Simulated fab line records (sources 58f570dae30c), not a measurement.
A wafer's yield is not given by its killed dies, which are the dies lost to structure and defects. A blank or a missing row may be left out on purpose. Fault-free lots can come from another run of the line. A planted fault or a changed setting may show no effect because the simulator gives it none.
What tool caused it? + flow berkeley cmos170 + 21 wafers from 7 lots sampled at 2 of the route's 331 steps

== WHAT EACH GAUGE READ, for each wafer ==
UCB170_NWELL_TW_MEAS_16.
| lot  | measured    | on            | NWELL_TW       |
|------|-------------|---------------|----------------|
| L269 | day 3 00:31 | film metro-02 | 1252 1242 1240 |
| L272 | day 3 21:07 | film metro-02 | 1558 1558 1555 |
| L275 | day 4 08:26 | film metro-04 | 1564 1580 1571 |
| L280 | day 5 06:46 | film metro-03 | 1528 1535 1531 |
| L283 | day 5 17:36 | film metro-02 | 1252 1243 1241 |
| L285 | day 6 08:13 | film metro-03 | 1221 1220 1221 |
| L288 | day 6 21:22 | film metro-04 | 1260 1252 1258 |

== WHICH TOOL RAN EACH LOT (tool, then ch and the chambers of the sampled wafers, then the start) ==
| lot  | UCB170_NWELL_IMPLANT_14        |
|------|--------------------------------|
| L269 | implanter-03 ch 0, day 3 00:16 |
| L272 | implanter-04 ch 0, day 3 20:24 |
| L275 | implanter-02 ch 0, day 4 07:52 |
| L280 | implanter-02 ch 0, day 5 06:11 |
| L283 | implanter-02 ch 0, day 5 17:22 |
| L285 | implanter-02 ch 0, day 6 07:59 |
| L288 | implanter-04 ch 0, day 6 21:07 |
- UCB170_NWELL_IMPLANT_14

== THE ANSWER, worked out from the rows above alone ==
Rule: the lots themselves supply what counts as usual. The widest of any qualifying gaps counts: lots, ordered by their means at a reading, are off when they make up no more than a third of the lots, leave a main group of 4 or more, and stand apart from it by 3 or more times the standard deviation of that group's means. If all means in a main group match to the digits the tables above print for the reading, that group is not used. A lot without any number at a reading at which 4 lots or more have one is off too. The other lots that the step has rows for count as sound.
No lot is off at any reading shown: from this, nothing can be told.

== WHAT HAD BEEN PUT IN BY THE SIMULATOR ==
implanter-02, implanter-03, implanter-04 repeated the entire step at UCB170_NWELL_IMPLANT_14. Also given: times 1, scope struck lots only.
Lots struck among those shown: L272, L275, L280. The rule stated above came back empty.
